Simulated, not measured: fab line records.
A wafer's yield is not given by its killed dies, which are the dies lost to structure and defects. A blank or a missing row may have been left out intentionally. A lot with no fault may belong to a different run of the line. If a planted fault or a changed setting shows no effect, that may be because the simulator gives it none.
Lot-split experiment | flow rit cmos | 5 lots, 23 wafers read, on a route of 202 steps

== ON THE SPLIT ==
At RIT_CONTACT_CVD_00 (deposits SiO2 from TEOS, target thk 400 nm, time 61 s), the setting time s was moved away from the recipe's 61 s on 6 of the 23 wafers read, by -4.4% to +9.8%. The other wafers ran this setting at the recipe's value.

Between the split and the reading, the file records no step.

== THE READING ==
CONTACT_TEOS_THK (nm), taken at RIT_CONTACT_THK_MEAS_01. Typical for fault-free wafers on this fab line: 401 nm, with standard deviation 5.1 nm.

wafer  | tool, chamber at the split | time s as run, s | against the recipe | CONTACT_TEOS_THK, nm | against lot-mates on the recipe
L080.1 | pecvd-02, 1                | 61               | recipe             | 407                  | -
L080.2 | pecvd-02, 2                | 61               | recipe             | 400                  | -
L080.4 | pecvd-02, 2                | 61               | recipe             | 407                  | -
L080.5 | pecvd-02, 0                | 61               | recipe             | 407                  | -
L080.6 | pecvd-02, 1                | 61               | recipe             | 408                  | -
L081.1 | pecvd-01, 1                | 61               | recipe             | 397                  | -
L081.2 | pecvd-01, 0                | 64.51            | +5.8%              | 415                  | +19
L081.3 | pecvd-01, 2                | 61               | recipe             | 394                  | -
L081.4 | pecvd-01, 2                | 61               | recipe             | 396                  | -
L081.6 | pecvd-01, 1                | 64.51            | +5.8%              | 422                  | +26
L083.1 | pecvd-02, 1                | 66.95            | +9.8%              | 441                  | +38
L083.2 | pecvd-02, 0                | 66.95            | +9.8%              | 440                  | +37
L083.3 | pecvd-02, 2                | 61               | recipe             | 403                  | -
L083.5 | pecvd-02, 0                | 61               | recipe             | 401                  | -
L083.6 | pecvd-02, 2                | 61               | recipe             | 405                  | -
L084.1 | pecvd-01, 0                | 58.31            | -4.4%              | 376                  | -20
L084.2 | pecvd-01, 2                | 61               | recipe             | 395                  | -
L084.3 | pecvd-01, 1                | 61               | recipe             | 394                  | -
L084.5 | pecvd-01, 0                | 61               | recipe             | 398                  | -
L084.6 | pecvd-01, 2                | 58.31            | -4.4%              | 379                  | -17
L085.2 | pecvd-04, 1                | 61               | recipe             | 398                  | -
L085.3 | pecvd-04, 2                | 61               | recipe             | 401                  | -
L085.6 | pecvd-04, 1                | 61               | recipe             | 400                  | -

FIT RESULTS
A straight line over all 23 wafers: CONTACT_TEOS_THK changes by +4.09 nm for each +1% of time s; r = +0.95; the points scatter about the line by 4.9 nm.
The same after taking each lot's own level away (the mean of its wafers on the recipe; 23 wafers): +3.92 nm for each +1%; r = +0.99; scatter 2.2 nm.
On that fit, the largest move of time s shifts the reading by 38 nm.
The lots' own levels span 395.7 to 405.8 nm, that is 2.0 times the standard deviation above.
Hence the lot-to-lot level has little effect on the slope; both slopes agree.
Check: for one of the wafers moved furthest among these (+9.8%), held out of the fit, the line's prediction against its lot-mates is +38.1 nm. It came out at +38 nm against them.

== OTHER SPLITS APPLIED TO THESE WAFERS ==
Note: prior to the reading, these wafers also went through further splits. Each is held against what the fit with the lots' levels taken away leaves over:
other split on the same wafers  | wafers away from the commonest value | r with CONTACT_TEOS_THK (lot level and that fit taken away)
RIT_NWELL_IMPLANT_08 energy kev | 12                                   | -0.21
RIT_PRETRO_IMPLANT_08 dose cm2  | 10                                   | -0.19
RIT_PLDD_IMPLANT_08 energy kev  | 7                                    | -0.02
RIT_NSD_IMPLANT_08 dose cm2     | 7                                    | -0.28
RIT_PSD_IMPLANT_08 dose cm2     | 6                                    | +0.00
RIT_SILICIDE_SPUTTER_01 power w | 4                                    | -0.31

== THE WHOLE CHAIN: every reading that the file lists as answering this split, in the file's order ==
step                    | what it does                                          | reading                                                                        | change (the file's fit)              | r (the file's)
RIT_CONTACT_CVD_00      | deposits SiO2 from TEOS, target thk 400 nm, time 61 s | SiO2_of_CONTACT_CVD_00.thk nm (the simulator's own value, which no gauge read) | +3.88 nm for each +1% of the setting | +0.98
RIT_CONTACT_THK_MEAS_01 |                                                       | CONTACT_TEOS_THK                                                               | +3.88 for each +1% of the setting    | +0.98

== THE FILE'S OWN FIT ==
CONTACT_TEOS_THK changes by +3.88 nm for each +1% of time s, r = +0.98.
